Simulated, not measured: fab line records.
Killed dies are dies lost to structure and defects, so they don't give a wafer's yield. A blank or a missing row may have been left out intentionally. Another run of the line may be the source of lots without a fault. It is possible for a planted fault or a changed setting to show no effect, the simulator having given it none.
A struck lot beside a sound one ; flow rit-cmos ; 45 steps out of a route of 202
Sound: these wafers, L323.3, L323.4, L323.6. Wafers L339.2, L339.3, L339.6 were the ones struck. At the end, the cause is stated.
At each step with rows: each side's tool, then ch and its chambers, then its first start. Under that, the readings that differ: sound wafers ; struck wafers ; difference of the means ; sigmas: that difference in standard deviations of wafers without a fault.
alike: words and numbers the same on both sides, and readings whose means are apart by under 2 such deviations; not compared: readings that were withheld, readings missing a value for some wafer, numbers with overlapping values and no deviation given by the record, and bounds like >300 which may hide the same value.
The two part at a step that has a row with sigmas, a row that says differs or no value, or rows on one side only. Numbers that have no deviation but don't overlap get no sigmas and don't part them. Lack of a reading on every wafer of one side parts them only where that side has two or more wafers.

first, 2 steps without rows for these wafers: RIT_NLDD_HARDBAKE_07 (time 60 s); RIT_NLDD_IMPLANT_08.
RIT_NLDD_STRIP_09: strips in O2, time 180 s.
  sound on plasma-asher-03 ch 0,1, day 3 22:23; struck on plasma-asher-03 ch 0,1, day 7 03:02
  alike: drypump-motor-current-A
  not compared: rf-hours-counter-h
RIT_NLDD_TW_MEAS_10:
  sound: film-metro-01 at day 3 22:31; struck: film-metro-03 at day 7 03:13
  alike: NLDD_TW
then, 6 steps without rows for these wafers: RIT_PLDD_HMDS_00 (prime time 60 s); RIT_PLDD_COAT_01 (resist thk 1000 nm); RIT_PLDD_SOFTBAKE_02 (time 60 s); RIT_PLDD_EXPOSE_03 (exposes mask M8, target cd 40900 nm); RIT_PLDD_PEB_04; RIT_PLDD_DEVELOP_05 (develop time 50 s).
RIT_PLDD_OVL_MEAS_06:
  sound: overlay-01 at day 3 23:26; struck: overlay-02 at day 7 04:15
  alike: PLDD_OVL
then, 1 step without rows for these wafers: RIT_PLDD_HARDBAKE_07 (time 60 s).
RIT_PLDD_IMPLANT_08:
  sound on implanter-01 ch 0, day 3 23:39; struck on implanter-04 ch 0, day 7 04:27
reading;sound;struck;difference;sigmas
beam-energy-keV;20.002 20.004 20.006;20.530 20.536 20.534;+0.529;+90
model.implant.drp-nm (nm);9.752 9.752 9.752;9.932 9.932 9.932;+0.180;
RIT_PLDD_STRIP_09: strips in O2, time 180 s.
  sound on plasma-asher-04 ch 0,1, day 3 23:49; struck on plasma-asher-03 ch 0,1, day 7 04:35
  alike: drypump-motor-current-A
  not compared: rf-hours-counter-h
RIT_PLDD_TW_MEAS_10:
  sound: film-metro-01 at day 3 23:57; struck: film-metro-02 at day 7 04:46
  alike: PLDD_TW
then, 4 steps without rows for these wafers: RIT_SPACER_CLEAN_00 (cleans in SC1, time 574.3 s); RIT_SPACER_CLEAN_01 (cleans in dHF, time 30 s); RIT_SPACER_CLEAN_02 (cleans in SC2, time 600 s); RIT_SPACER_CVD_03 (deposits Si3N4 from SiH2Cl2/NH3, target thk 250 nm, time 3300 s).
RIT_SPACER_THK_MEAS_04:
  sound: film-metro-04 at day 4 02:17; struck: film-metro-02 at day 7 07:07
reading;sound;struck;difference;sigmas
SPACER_NITRIDE_THK (nm);252.0 251.2 249.7;240.9 242.5 242.4;-9.0;-3
RIT_SPACER_ETCHBACK_05: etches Si3N4 in SF6/CHF3, stops on SiO2, target depth 250 nm, time 240 s.
  sound on rie-diel-04 ch 1,2,3, day 4 02:20; struck on rie-diel-04 ch 0,2, day 7 07:10
reading;sound;struck;difference;sigmas
oes-product-au (a.u.);0.861 0.860 0.856;0.806 0.827 0.835;-0.036;-2
  alike: drypump-motor-current-A, throttle-valve-pct
  not compared: rf-hours-counter-h
then, 6 steps without rows for these wafers: RIT_NSD_HMDS_00 (prime time 60 s); RIT_NSD_COAT_01 (resist thk 1000 nm); RIT_NSD_SOFTBAKE_02 (time 60 s); RIT_NSD_EXPOSE_03 (exposes mask M9, target cd 40700 nm); RIT_NSD_PEB_04; RIT_NSD_DEVELOP_05 (develop time 50 s).
RIT_NSD_OVL_MEAS_06:
  sound: overlay-02 at day 4 03:28; struck: overlay-01 at day 7 08:23
  alike: NSD_OVL
then, 2 steps without rows for these wafers: RIT_NSD_HARDBAKE_07 (time 60 s); RIT_NSD_IMPLANT_08.
RIT_NSD_STRIP_09: strips in O2, time 180 s.
  sound on plasma-asher-02 ch 0,1, day 4 03:51; struck on plasma-asher-04 ch 0,1, day 7 08:43
  alike: drypump-motor-current-A
  not compared: rf-hours-counter-h
RIT_NSD_TW_MEAS_10:
  sound: film-metro-01 at day 4 03:59; struck: film-metro-02 at day 7 08:54
  alike: NSD_TW
then, 6 steps without rows for these wafers: RIT_PSD_HMDS_00 (prime time 60 s); RIT_PSD_COAT_01 (resist thk 1000 nm); RIT_PSD_SOFTBAKE_02 (time 60 s); RIT_PSD_EXPOSE_03 (exposes mask M10, target cd 40900 nm); RIT_PSD_PEB_04; RIT_PSD_DEVELOP_05 (develop time 50 s).
RIT_PSD_OVL_MEAS_06:
  sound: overlay-02 at day 4 05:01; struck: overlay-02 at day 7 09:49
  alike: PSD_OVL
then, 2 steps without rows for these wafers: RIT_PSD_HARDBAKE_07 (time 60 s); RIT_PSD_IMPLANT_08.
RIT_PSD_STRIP_09: strips in O2, time 180 s.
  sound on plasma-asher-03 ch 0,1, day 4 05:23; struck on plasma-asher-01 ch 0,1, day 7 10:08
  alike: drypump-motor-current-A
  not compared: rf-hours-counter-h
RIT_SDANNEAL_RS_MEAS_06: a four-point-probe measurement.
  sound: film-metro-03 at day 4 06:17; struck: film-metro-03 at day 7 11:22
reading;sound;struck;difference;sigmas
PLDD_RS (ohm/sq);178.6 178.7 178.3;177.2 176.9 177.5;-1.3;-3
  not compared: hold
RIT_SDANNEAL_RS_MEAS_07: a four-point-probe measurement.
  sound: film-metro-03 at day 4 06:24; struck: film-metro-03 at day 7 13:16
reading;sound;struck;difference;sigmas
hold;- - -;await-dispo/1.8h/release await-dispo/1.8h/release await-dispo/1.8h/release;no value on the sound wafers;
  alike: NLDD_RS
RIT_M1_PROBE_99:
  sound: prober-01 at day 4 13:50; struck: prober-01 at day 7 21:13
  alike: killed-at-contacts, killed-at-front-end, killed-dies, killed-open, killed-short

WHERE THEY PART
Earliest at RIT_PLDD_IMPLANT_08; latest, in this record, at RIT_SDANNEAL_RS_MEAS_07. Later steps at which nothing parts them and some readings are alike: RIT_M1_PROBE_99.

WHY: whatever the simulator had introduced
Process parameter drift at RIT_PLDD_IMPLANT_08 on implanter-04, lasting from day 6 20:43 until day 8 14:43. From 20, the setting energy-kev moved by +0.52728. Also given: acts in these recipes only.
